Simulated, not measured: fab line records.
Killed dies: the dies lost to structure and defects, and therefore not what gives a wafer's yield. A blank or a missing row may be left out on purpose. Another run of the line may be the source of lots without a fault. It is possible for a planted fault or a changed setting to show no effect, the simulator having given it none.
Which tool did it? + flow rit_cmos + 42 wafers from 14 lots sampled at 4 of the route's 202 steps

## WHAT THE GAUGES READ, wafer by wafer
RIT_NWELL_OVL_MEAS_06.
| lot  | measured    | on         | NWELL_OVL (nm) |
|------|-------------|------------|----------------|
| L226 | day 1 23:15 | overlay-02 | 0.9 -1.3 0.3   |
| L227 | day 2 07:07 | overlay-02 | -0.3 -2.0 -0.8 |
| L228 | day 2 11:05 | overlay-02 | 3.2 4.0 4.4    |
| L229 | day 2 12:33 | overlay-02 | 3.1 2.0 2.2    |
| L231 | day 3 00:35 | overlay-02 | -0.8 0.6 1.3   |
| L232 | day 3 05:05 | overlay-02 | -0.6 0.7 -0.7  |
| L234 | day 3 15:24 | overlay-01 | -2.8 0.3 -2.1  |
| L238 | day 4 09:41 | overlay-02 | 1.2 0.6 1.1    |
| L239 | day 4 14:50 | overlay-01 | 2.3 2.2 -0.6   |
| L240 | day 4 19:43 | overlay-01 | -1.0 -2.0 -1.4 |
| L244 | day 5 17:02 | overlay-01 | -0.4 0.3 0.1   |
| L246 | day 6 03:04 | overlay-02 | -1.9 0.7 -0.4  |
| L248 | day 6 12:39 | overlay-02 | 1.3 -0.1 -0.6  |
| L249 | day 6 17:01 | overlay-02 | 0.5 0.5 0.5    |

RIT_NWELL_TW_MEAS_10.
| lot  | measured    | on            | NWELL_TW       |
|------|-------------|---------------|----------------|
| L226 | day 1 23:52 | film_metro-01 | 2147 2144 2147 |
| L227 | day 2 07:44 | film_metro-02 | 2175 2151 2165 |
| L228 | day 2 11:41 | film_metro-02 | 2154 2159 2164 |
| L229 | day 2 13:10 | film_metro-01 | 2141 2140 2134 |
| L231 | day 3 01:12 | film_metro-01 | 2161 2150 2162 |
| L232 | day 3 05:42 | film_metro-04 | 2163 2166 2148 |
| L234 | day 3 16:01 | film_metro-02 | 2154 2148 2143 |
| L238 | day 4 10:18 | film_metro-04 | 2152 2154 2150 |
| L239 | day 4 15:32 | film_metro-01 | 2137 2140 2139 |
| L240 | day 4 20:20 | film_metro-02 | 2138 2136 2152 |
| L244 | day 5 17:38 | film_metro-01 | 2143 2141 2150 |
| L246 | day 6 03:54 | film_metro-01 | 2152 2128 2129 |
| L248 | day 6 13:16 | film_metro-01 | 2142 2135 2143 |
| L249 | day 6 17:38 | film_metro-01 | 2128 2139 2142 |

RIT_GATE_CD_MEAS_90: the cd target is 150 nm.
| lot  | measured    | on        | cd_nm (nm)        |
|------|-------------|-----------|-------------------|
| L226 | day 2 18:26 | cd_sem-02 | 149.7 151.2 154.1 |
| L227 | day 3 02:16 | cd_sem-02 | 150.7 150.5 150.9 |
| L228 | day 3 05:15 | cd_sem-01 | 146.7 148.3 148.4 |
| L229 | day 3 05:32 | cd_sem-02 | 152.1 152.3 154.6 |
| L231 | day 3 19:20 | cd_sem-01 | 146.2 151.1 148.3 |
| L232 | day 4 00:53 | cd_sem-01 | 148.9 151.5 149.4 |
| L234 | day 4 08:36 | cd_sem-02 | 149.7 151.4 153.7 |
| L238 | day 5 05:49 | cd_sem-01 | 148.6 150.2 148.7 |
| L239 | day 5 08:52 | cd_sem-02 | 144.9 145.8 144.5 |
| L240 | day 5 15:04 | cd_sem-01 | 147.4 146.9 150.5 |
| L244 | day 6 11:07 | cd_sem-02 | 153.0 154.3 154.4 |
| L246 | day 6 20:42 | cd_sem-01 | 148.7 148.4 150.3 |
| L248 | day 7 07:10 | cd_sem-02 | 147.1 150.9 148.4 |
| L249 | day 7 13:49 | cd_sem-02 | 152.9 152.0 151.7 |

## WHAT TOOL EACH LOT RAN ON (gives the tool, then ch and the chambers of the sampled wafers, and finally the start)
| lot  | RIT_PWELL_DEVELOP_05             |
|------|----------------------------------|
| L226 | litho_track-02 ch 0, day 2 00:00 |
| L227 | litho_track-03 ch 0, day 2 08:00 |
| L228 | litho_track-02 ch 0, day 2 12:00 |
| L229 | litho_track-04 ch 0, day 2 14:00 |
| L231 | litho_track-04 ch 0, day 3 01:00 |
| L232 | litho_track-03 ch 0, day 3 06:00 |
| L234 | litho_track-04 ch 0, day 3 16:00 |
| L238 | litho_track-04 ch 0, day 4 11:00 |
| L239 | litho_track-02 ch 0, day 4 16:00 |
| L240 | litho_track-04 ch 0, day 4 21:00 |
| L244 | litho_track-02 ch 0, day 5 18:00 |
| L246 | litho_track-03 ch 0, day 6 04:00 |
| L248 | litho_track-03 ch 0, day 6 14:00 |
| L249 | litho_track-03 ch 0, day 6 18:00 |
- RIT_PWELL_DEVELOP_05: develop time 68 s.

## AS READ BY THE TOOLS THEMSELVES (means over the sampled wafers that have a number; for cases with no such wafer, the mark the record gives instead)
RIT_PWELL_DEVELOP_05.
| lot  | tool           | chill_plate_temp_C (C) | developer_temp_C (C) |
|------|----------------|------------------------|----------------------|
| L226 | litho_track-02 | 23.04                  | 22.96                |
| L227 | litho_track-03 | 23.05                  | 23.12                |
| L228 | litho_track-02 | 23.14                  | 23.07                |
| L229 | litho_track-04 | 23.02                  | 23.07                |
| L231 | litho_track-04 | 22.98                  | 22.95                |
| L232 | litho_track-03 | 23.06                  | 22.96                |
| L234 | litho_track-04 | 23.00                  | 23.08                |
| L238 | litho_track-04 | 23.00                  | 23.90                |
| L239 | litho_track-02 | 22.85                  | 22.96                |
| L240 | litho_track-04 | 23.15                  | 23.86                |
| L244 | litho_track-02 | 23.01                  | 23.00                |
| L246 | litho_track-03 | 22.97                  | 22.84                |
| L248 | litho_track-03 | 23.04                  | 22.98                |
| L249 | litho_track-03 | 22.90                  | 22.85                |

## THE ANSWER, worked out from the rows above alone
Rule: what is usual is taken from the lots themselves. The widest of any qualifying gaps counts: lots, ordered by their means at a reading, are off when they make up no more than a third of the lots, leave a main group of 4 or more, and stand apart from it by 3 or more times the standard deviation of that group's means. Not used: any main group whose means are identical at the precision the tables above print for the reading. A lot without any number at a reading at which 4 lots or more have one is off too. Any other lot the step has rows for is counted as sound. The gauges are gone through in route order, then the tools' own readings, and for those a lot's mean is taken as printed above. The first step at which some lot is off is used, and at that step the reading that is off furthest; a lot without a number counts as furthest.
Off at RIT_PWELL_DEVELOP_05 (developer_temp_C): L238, L240. The main group has a mean of 22.99 C with a standard deviation of 0.084.
A tool fits if, at that step or a process step before it, it ran every lot that is off, and no sound lot after the first of them. One fits: litho_track-04 at RIT_PWELL_DEVELOP_05. Its last sound lot is L234 (day 3 16:00), its first lot that is off L238 (day 4 11:00): a fault that began between those two fits.
The tool's own readings at RIT_PWELL_DEVELOP_05 bear it out: on the lots that are off they differ by more than 5 times the standard deviation of the sound lots' means. developer_temp_C reads 23.88 C there against 22.99 C on the sound lots.

## WHAT THE SIMULATOR HAD INSERTED
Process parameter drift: litho_track-04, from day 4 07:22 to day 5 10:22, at RIT_PWELL_DEVELOP_05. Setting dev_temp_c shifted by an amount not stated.
Lots struck among those shown: L238, L240. The rule above reached the same finding.
